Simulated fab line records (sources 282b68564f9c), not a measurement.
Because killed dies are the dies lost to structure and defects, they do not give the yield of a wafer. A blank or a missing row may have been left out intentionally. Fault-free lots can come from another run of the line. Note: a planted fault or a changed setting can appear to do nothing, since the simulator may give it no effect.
fab line records ; flow rit-cmos
record lots=6; wafers=18; last-day=7
route steps=202 shown NLDD@160 SILICIDE@161 CONTACT@168 M1@202
lots with no fault: from the same line, run without faults
start-h: the number of hours between the record's first day and the start of the first shown wafer of the lot ; wait-h: hours elapsed since this lot's preceding step ; " the same as in the row above ; L1.1+2: a row that stands for several wafers ; - value missing, or start not given ; * or withheld: withheld ; < > ~ a bound
route shown NAME@n: NAME is a module with steps in the file, n the number in the route of the first one ; usual: mean/standard deviation of fault-free wafers ; same: alike in all rows ; chamber/n: place in a boat ; sites: each site's reading ; _std_site: the standard deviation of these ; _edge_site: outer sites' mean less inner sites' ; radius-mm: for every site, how far away it sits from the centre of the wafer ; mask NAME#n: copy n ; behind: the most recent tool/chamber to have shaped the wafer ; hold: cause of the lot's hold/its duration in hours/its outcome ; device: which transistor (n, p or np) failed to switch ; end of line: tests of these same wafers at the route's end ; a step with no rows: only its recipe ; killed: count of dies lost to structure and defects at first sort (not the wafer's yield) ; map: dies across one wafer; x = killed, . = not, _ = none there
set.NAME: the setting the step ran with; set.NAME@STEP: the setting that earlier step ran with ; model.NAME: the simulator's own value behind a step, which no gauge read
lots seen at some steps along the route; tables by step, rows by wafer
services: when a tool's chamber went out of use (start-h, in hours from the record's first day, below 0 if earlier), for how many hours, and the reason
## steps
# step RIT_SDANNEAL_RS_MEAS_07
# recipe thk-meas-gauge=four-point-probe
# usual NLDD_RS=151.5/0.45
lot.wafer;tool;chamber;start-h;wait-h;NLDD_RS[ohm/sq]
L793.2;film-metro-03;-;62.80;0.1;151.6
L793.5;film-metro-03;-;62.80;0.1;152.0
L793.6;film-metro-03;-;62.80;0.1;151.9
L801.2;film-metro-01;-;96.36;0.1;152.1
L801.4;film-metro-01;-;96.36;0.1;152.1
L801.6;film-metro-01;-;96.36;0.1;152.5
L802.2;film-metro-04;-;106.94;0.1;151.0
L802.3;film-metro-04;-;106.94;0.1;151.3
L802.5;film-metro-04;-;106.94;0.1;151.6
L809.2;film-metro-03;-;133.85;0.1;151.5
L809.3;film-metro-03;-;133.85;0.1;151.2
L809.6;film-metro-03;-;133.85;0.1;151.2
L814.1;film-metro-01;-;160.05;0.1;151.5
L814.2;film-metro-01;-;160.05;0.1;151.1
L814.6;film-metro-01;-;160.05;0.1;151.1
L815.2;film-metro-04;-;165.60;0.1;152.2
L815.3;film-metro-04;-;165.60;0.1;152.1
L815.5;film-metro-04;-;165.60;0.1;152.3
# step RIT_SILICIDE_WET_ETCH_00
# recipe chemistry=BOE; target=SiO2; target-depth-nm=14; time-s=15; dry=n2-spin; dilution=10:1; temp-c=21.5
# step RIT_SILICIDE_SPUTTER_01
# recipe material=Ti; target-thk-nm=30; power-w=350; chamber-pressure-pa=0.667; gas=Ar; time-s=240; substrate-temp-c=25
# usual throttle-valve-pct=29.6/1
lot.wafer;tool;chamber;start-h;wait-h;throttle-valve-pct
L793.2;pvd-sputter-02;-;62.91;0.0;30.9
L793.5;pvd-sputter-02;-;62.91;0.0;30.2
L793.6;pvd-sputter-02;-;62.91;0.0;31.4
L801.2;pvd-sputter-03;-;96.49;0.0;30.8
L801.4;pvd-sputter-03;-;96.49;0.0;28.7
L801.6;pvd-sputter-03;-;96.49;0.0;31.0
L802.2;pvd-sputter-03;-;107.05;0.0;28.6
L802.3;pvd-sputter-03;-;107.05;0.0;30.9
L802.5;pvd-sputter-03;-;107.05;0.0;29.9
L809.2;pvd-sputter-02;-;133.96;0.0;31.0
L809.3;pvd-sputter-02;-;133.96;0.0;30.8
L809.6;pvd-sputter-02;-;133.96;0.0;29.3
L814.1;pvd-sputter-02;-;160.18;0.0;29.1
L814.2;pvd-sputter-02;-;160.18;0.0;30.8
L814.6;pvd-sputter-02;-;160.18;0.0;30.7
L815.2;pvd-sputter-03;-;165.71;0.0;30.9
L815.3;pvd-sputter-03;-;165.71;0.0;30.0
L815.5;pvd-sputter-03;-;165.71;0.0;28.5
# step RIT_SILICIDE_RS_MEAS_02
# recipe thk-meas-gauge=four-point-probe; reads=Ti_of_SILICIDE_SPUTTER_01
# usual SILICIDE_TI_RS=47.7/0.71
lot.wafer;tool;chamber;start-h;wait-h;SILICIDE_TI_RS[ohm/sq]
L793.2;film-metro-02;-;63.08;0.1;46.8
L793.5;film-metro-02;-;63.08;0.1;47.1
L793.6;film-metro-02;-;63.08;0.1;47.3
L801.2;film-metro-03;-;96.66;0.1;49.6
L801.4;film-metro-03;-;96.66;0.1;48.7
L801.6;film-metro-03;-;96.66;0.1;49.2
L802.2;film-metro-03;-;107.22;0.1;48.9
L802.3;film-metro-03;-;107.22;0.1;49.0
L802.5;film-metro-03;-;107.22;0.1;47.9
L809.2;film-metro-01;-;134.15;0.1;49.2
L809.3;film-metro-01;-;134.15;0.1;49.0
L809.6;film-metro-01;-;134.15;0.1;47.8
L814.1;film-metro-03;-;160.35;0.1;47.2
L814.2;film-metro-03;-;160.35;0.1;48.5
L814.6;film-metro-03;-;160.35;0.1;47.9
L815.2;film-metro-02;-;165.88;0.1;48.5
L815.3;film-metro-02;-;165.88;0.1;47.9
L815.5;film-metro-02;-;165.88;0.1;47.5
# step RIT_SILICIDE_THK_MEAS_03
# recipe thk-meas-gauge=xrf; reads=Ti_of_SILICIDE_SPUTTER_01
# usual SILICIDE_TI_THK=30.3/0.37
lot.wafer;tool;chamber;start-h;wait-h;SILICIDE_TI_THK[nm]
L793.2;film-metro-02;-;63.19;0.1;30.7
L793.5;film-metro-02;-;63.19;0.1;30.5
L793.6;film-metro-02;-;63.19;0.1;30.5
L801.2;film-metro-03;-;96.77;0.1;29.3
L801.4;film-metro-03;-;96.77;0.1;29.7
L801.6;film-metro-03;-;96.77;0.1;29.5
L802.2;film-metro-03;-;107.33;0.1;29.6
L802.3;film-metro-03;-;107.33;0.1;29.6
L802.5;film-metro-03;-;107.33;0.1;30.0
L809.2;film-metro-01;-;134.26;0.1;29.7
L809.3;film-metro-01;-;134.26;0.1;29.8
L809.6;film-metro-01;-;134.26;0.1;30.3
L814.1;film-metro-03;-;160.47;0.1;30.7
L814.2;film-metro-03;-;160.47;0.1;29.9
L814.6;film-metro-03;-;160.47;0.1;30.3
L815.2;film-metro-02;-;165.99;0.1;30.1
L815.3;film-metro-02;-;165.99;0.1;30.2
L815.5;film-metro-02;-;165.99;0.1;30.3
# step RIT_SILICIDE_RTA_04
# recipe temp-c=650; time-s=10; idle-temp-c=25; ramp-up-s=5; ramp-down-s=5; cool-to-c=25; ambient=N2
# usual wafer_temp_C_max=653.1/0.7
lot.wafer;tool;chamber;start-h;wait-h;wafer_temp_C_max
L793.2;rtp-anneal-02;0;63.26;0.1;652.5
L793.5;rtp-anneal-02;0;63.26;0.1;652.3
L793.6;rtp-anneal-02;0;63.26;0.1;652.6
L801.2;rtp-anneal-02;0;96.83;0.1;652.4
L801.4;rtp-anneal-02;0;96.83;0.1;652.5
L801.6;rtp-anneal-02;0;96.83;0.1;653.2
L802.2;rtp-anneal-02;0;107.39;0.1;652.8
L802.3;rtp-anneal-02;0;107.39;0.1;654.1
L802.5;rtp-anneal-02;0;107.39;0.1;653.0
L809.2;rtp-anneal-02;0;134.32;0.1;654.8
L809.3;rtp-anneal-02;0;134.32;0.1;652.3
L809.6;rtp-anneal-02;0;134.32;0.1;653.3
L814.1;rtp-anneal-01;0;160.53;0.1;652.1
L814.2;rtp-anneal-01;0;160.53;0.1;653.3
L814.6;rtp-anneal-01;0;160.53;0.1;652.6
L815.2;rtp-anneal-02;0;166.05;0.1;653.9
L815.3;rtp-anneal-02;0;166.05;0.1;653.9
L815.5;rtp-anneal-02;0;166.05;0.1;653.9
# step RIT_SILICIDE_WET_ETCH_05
# recipe chemistry=SPM; target=Ti; temp-c=90; time-s=120; dry=n2-spin
# step RIT_SILICIDE_RTA_06
# recipe temp-c=750; time-s=10; idle-temp-c=25; ramp-up-s=5; ramp-down-s=10; cool-to-c=25; ambient=N2
# usual wafer_temp_C_max=753.5/0.79
lot.wafer;tool;chamber;start-h;wait-h;wafer_temp_C_max
L793.2;rtp-anneal-01;0;63.37;0.0;752.3
L793.5;rtp-anneal-01;0;63.37;0.0;752.2
L793.6;rtp-anneal-01;0;63.37;0.0;752.9
L801.2;rtp-anneal-01;0;96.99;0.0;753.7
L801.4;rtp-anneal-01;0;96.99;0.0;754.0
L801.6;rtp-anneal-01;0;96.99;0.0;752.7
L802.2;rtp-anneal-01;0;107.55;0.0;752.7
L802.3;rtp-anneal-01;0;107.55;0.0;753.5
L802.5;rtp-anneal-01;0;107.55;0.0;752.8
L809.2;rtp-anneal-01;0;134.43;0.0;753.1
L809.3;rtp-anneal-01;0;134.43;0.0;753.1
L809.6;rtp-anneal-01;0;134.43;0.0;752.8
L814.1;rtp-anneal-02;0;160.64;0.0;752.8
L814.2;rtp-anneal-02;0;160.64;0.0;752.8
L814.6;rtp-anneal-02;0;160.64;0.0;752.9
L815.2;rtp-anneal-01;0;166.16;0.0;753.2
L815.3;rtp-anneal-01;0;166.16;0.0;753.8
L815.5;rtp-anneal-01;0;166.16;0.0;752.7
# step RIT_CONTACT_CVD_00
# recipe material=SiO2; target-thk-nm=400; precursor=TEOS; temp-c=390; time-s=61; rf-w=400
# usual heater-power-w=296/53
lot.wafer;tool;chamber;start-h;wait-h;heater-power-w
L793.2;pecvd-04;1;63.42;0.0;280
L793.5;pecvd-04;1;63.42;0.0;290
L793.6;pecvd-04;0;63.42;0.0;364
L801.2;pecvd-02;2;97.04;0.0;253
L801.4;pecvd-02;2;97.04;0.0;281
L801.6;pecvd-02;0;97.04;0.0;290
L802.2;pecvd-03;0;107.60;0.0;383
L802.3;pecvd-03;2;107.60;0.0;244
L802.5;pecvd-03;1;107.60;0.0;223
L809.2;pecvd-03;1;134.48;0.0;175
L809.3;pecvd-03;2;134.48;0.0;265
L809.6;pecvd-03;0;134.48;0.0;322
L814.1;pecvd-04;1;160.71;0.1;229
L814.2;pecvd-04;2;160.71;0.1;361
L814.6;pecvd-04;2;160.71;0.1;268
L815.2;pecvd-03;1;166.22;0.0;232
L815.3;pecvd-03;0;166.22;0.0;358
L815.5;pecvd-03;1;166.22;0.0;163
# step RIT_CONTACT_THK_MEAS_01
# recipe reads=SiO2_of_CONTACT_CVD_00
# usual CONTACT_TEOS_THK=399/5.2
lot.wafer;tool;chamber;start-h;wait-h;CONTACT_TEOS_THK[nm]
L793.2;film-metro-03;-;63.48;0.0;388
L793.5;film-metro-03;-;63.48;0.0;397
L793.6;film-metro-03;-;63.48;0.0;403
L801.2;film-metro-02;-;97.10;0.0;397
L801.4;film-metro-02;-;97.10;0.0;402
L801.6;film-metro-02;-;97.10;0.0;397
L802.2;film-metro-02;-;107.66;0.0;400
L802.3;film-metro-02;-;107.66;0.0;390
L802.5;film-metro-02;-;107.66;0.0;405
L809.2;film-metro-04;-;134.54;0.0;395
L809.3;film-metro-04;-;134.54;0.0;396
L809.6;film-metro-04;-;134.54;0.0;407
L814.1;film-metro-03;-;160.78;0.1;397
L814.2;film-metro-03;-;160.78;0.1;393
L814.6;film-metro-03;-;160.78;0.1;399
L815.2;film-metro-04;-;166.28;0.0;399
L815.3;film-metro-04;-;166.28;0.0;401
L815.5;film-metro-04;-;166.28;0.0;404
# step RIT_CONTACT_HMDS_02
# recipe prime-time-s=60; prime-temp-c=140
# step RIT_CONTACT_COAT_03
# recipe resist=NOVOLAK; spin-rpm=3250; resist-thk-nm=1000
# step RIT_CONTACT_SOFTBAKE_04
# recipe resist=NOVOLAK; temp-c=90; time-s=60
# usual exhaust-pa=44.9/0.87; heater-power-total-W=34.56/0.049; run-length-s=89.18/0.29
lot.wafer;tool;chamber;start-h;wait-h;exhaust-pa;heater-power-total-W;run-length-s
L793.2;litho-track-04;0;63.95;0.1;45.7;34.49;89.33
L793.5;litho-track-04;0;63.95;0.1;45.1;34.55;89.28
L793.6;litho-track-04;0;63.95;0.1;45.8;34.60;89.48
L801.2;litho-track-04;0;97.48;0.1;45.3;36.91;77.31
L801.4;litho-track-04;0;97.48;0.1;46.1;36.82;77.36
L801.6;litho-track-04;0;97.48;0.1;45.9;36.84;77.36
L802.2;litho-track-04;0;108.04;0.1;45.0;36.84;77.52
L802.3;litho-track-04;0;108.04;0.1;45.4;36.91;77.33
L802.5;litho-track-04;0;108.04;0.1;44.6;36.69;77.33
L809.2;litho-track-03;0;134.92;0.1;42.8;34.56;89.41
L809.3;litho-track-03;0;134.92;0.1;44.6;34.44;89.44
L809.6;litho-track-03;0;134.92;0.1;44.4;34.69;89.55
L814.1;litho-track-03;0;161.14;0.1;47.1;34.46;89.47
L814.2;litho-track-03;0;161.14;0.1;47.1;34.54;89.63
L814.6;litho-track-03;0;161.14;0.1;46.5;34.57;89.55
L815.2;litho-track-03;0;166.66;0.1;44.1;34.62;89.51
L815.3;litho-track-03;0;166.66;0.1;44.3;34.50;89.42
L815.5;litho-track-03;0;166.66;0.1;43.2;34.54;89.45
# step RIT_CONTACT_EXPOSE_05
# recipe mask-id=M11; na=0.6; source-shape=conventional; sigma-outer=0.5; target-cd-nm=1000; dose-mj=250
# step RIT_M1_PROBE_99
# usual killed-at-front-end=7/3; killed-dies=7/3; killed-open=3.6/1.9; killed-short=3.2/1.8
# same gross-dies=264; killed_at_M0_to_M3=0; killed_at_M4_up=0; killed-at-back-side=0; killed-at-contacts=0; killed-at-other=0
lot.wafer;tool;chamber;start-h;wait-h;killed-at-front-end;killed-dies;killed-open;killed-short
L793.2;prober-02;-;70.22;0.1;8;8;5;3
L793.5;prober-02;-;70.37;0.2;8;8;4;4
L793.6;prober-02;-;70.42;0.2;8;8;4;4
L801.2;prober-02;-;103.63;0.1;5;5;3;2
L801.4;prober-02;-;103.73;0.2;8;8;3;5
L801.6;prober-02;-;103.83;0.2;7;7;5;2
L802.2;prober-02;-;114.10;0.1;14;14;7;7
L802.3;prober-02;-;114.15;0.2;8;8;4;4
L802.5;prober-02;-;114.25;0.2;9;9;6;3
L809.2;prober-02;-;141.22;0.1;5;5;3;2
L809.3;prober-02;-;141.27;0.2;3;3;0;3
L809.6;prober-02;-;141.42;0.2;11;11;3;8
L814.1;prober-01;-;167.32;0.1;8;8;3;5
L814.2;prober-01;-;167.37;0.1;5;5;1;4
L814.6;prober-01;-;167.57;0.2;5;5;2;3
L815.2;prober-02;-;172.69;0.1;6;6;1;5
L815.3;prober-02;-;172.74;0.2;5;5;3;2
L815.5;prober-02;-;172.84;0.2;7;7;3;4
# killed by level:class
L793.2 GATE:geometric-particle:open=3 SPACER:geometric-particle:short=2 FOX1:geometric-particle:open=1 FOX2:geometric-particle:open=1 FOX2:geometric-particle:short=1
L793.5 GATE:geometric-particle:short=4 SILICIDE:geometric-particle:open=2 GATE:geometric-particle:open=1 SPACER:geometric-particle:open=1
L793.6 GATE:geometric-particle:open=4 GATE:geometric-particle:short=2 SILICIDE:geometric-particle:short=2
L801.2 GATE:geometric-particle:short=2 FOX2:geometric-particle:open=1 GATE:geometric-particle:open=1 SPACER:geometric-particle:open=1
L801.4 REOX:geometric-particle:short=2 GATE:geometric-particle:open=1 GATE:geometric-particle:short=1 REOX:geometric-particle:open=1 SPACER:geometric-particle:open=1 SPACER:geometric-particle:short=1 SILICIDE:geometric-particle:short=1
L801.6 SPACER:geometric-particle:open=3 GATE:geometric-particle:open=2 GATE:geometric-particle:short=1 REOX:geometric-particle:short=1
L802.2 GATE:geometric-particle:short=4 GATE:geometric-particle:open=2 REOX:geometric-particle:open=2 SPACER:geometric-particle:short=2 FOX1:geometric-particle:open=1 FOX2:geometric-particle:open=1 SPACER:geometric-particle:open=1 STARTING-WAFER:geometric-particle:short=1
L802.3 GATE:geometric-particle:short=2 FOX1:geometric-particle:open=1 FOX2:geometric-particle:open=1 GATE:geometric-particle:open=1 REOX:geometric-particle:short=1 REOX:geometric-particle:open=1 SILICIDE:geometric-particle:short=1
L802.5 REOX:geometric-particle:open=2 REOX:geometric-particle:short=2 SPACER:geometric-particle:open=2 GATE:geometric-particle:open=1 GATE:geometric-particle:short=1 SILICIDE:geometric-particle:open=1
L809.2 GATE:geometric-particle:short=2 SILICIDE:geometric-particle:open=2 GATE:geometric-particle:open=1
L809.3 REOX:geometric-particle:short=2 GATE:geometric-particle:short=1
L809.6 GATE:geometric-particle:short=3 FOX2:geometric-particle:short=2 SILICIDE:geometric-particle:open=2 FOX1:geometric-particle:short=1 SPACER:geometric-particle:open=1 SPACER:geometric-particle:short=1 SILICIDE:geometric-particle:short=1
L814.1 GATE:geometric-particle:short=3 FOX1:geometric-particle:short=2 FOX1:geometric-particle:open=1 GATE:geometric-particle:open=1 SILICIDE:geometric-particle:open=1
L814.2 FOX2:geometric-particle:short=2 FOX1:geometric-particle:short=1 FOX2:geometric-particle:open=1 GATE:geometric-particle:short=1
L814.6 FOX2:geometric-particle:short=1 GATE:geometric-particle:short=1 GATE:geometric-particle:open=1 REOX:geometric-particle:short=1 REOX:geometric-particle:open=1
L815.2 FOX1:geometric-particle:short=2 GATE:geometric-particle:short=2 FOX1:geometric-particle:open=1 REOX:geometric-particle:short=1
L815.3 FOX1:geometric-particle:short=1 FOX2:geometric-particle:open=1 GATE:geometric-particle:open=1 REOX:geometric-particle:open=1 SILICIDE:geometric-particle:short=1
L815.5 FOX1:geometric-particle:open=1 FOX1:geometric-particle:short=1 GATE:geometric-particle:open=1 GATE:geometric-particle:short=1 REOX:geometric-particle:short=1 SILICIDE:geometric-particle:short=1 SILICIDE:geometric-particle:open=1
## services
tool;chamber;start-h;hours;kind
pecvd-03;-;60.55;5.5;pm
pvd-sputter-02;-;74.09;4.8;repair
pvd-sputter-03;-;114.24;2.6;repair
pecvd-02;-;118.18;6.5;repair
pecvd-04;0;134.14;28.7;repair
pecvd-03;-;137.16;0.8;repair
pecvd-02;0;137.56;3.6;repair
pvd-sputter-03;-;155.27;2.1;repair
## key
first-sign step=RIT_CONTACT_SOFTBAKE_04; reading=heater-power-total-W; direction=up; sigmas=46; usual=34.56; struck=36.83
effect step=RIT_CONTACT_SOFTBAKE_04; reading=run-length-s; direction=down; sigmas=41; usual=*; struck=*
met-at RIT_CONTACT_SOFTBAKE_04
struck-wafers L801.2,L801.4,L801.6,L802.2,L802.3,L802.5
tester-left-out L801,L802
loop-trim step=RIT_CONTACT_EXPOSE_05; setting=dose; lots=L802
onset-between 63.95 97.48
fault kind=process-parameter-drift; tool=litho-track-04; chamber=-; onset-h=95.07; steps=RIT_CONTACT_SOFTBAKE_04; channel=time-s; offset=*; shape=step; end-h=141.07; acts-in=*; stated=*
# tester-left-out: of these lots the tester's yield and bins aren't shown, on N5 and GAA mostly nor the transistor test; their killed dies are dies lost to structure and defects alone, not to doping, threshold or leakage, so they don't give the yield
# loop-trim: a control loop set the setting to another value than it would have without faults
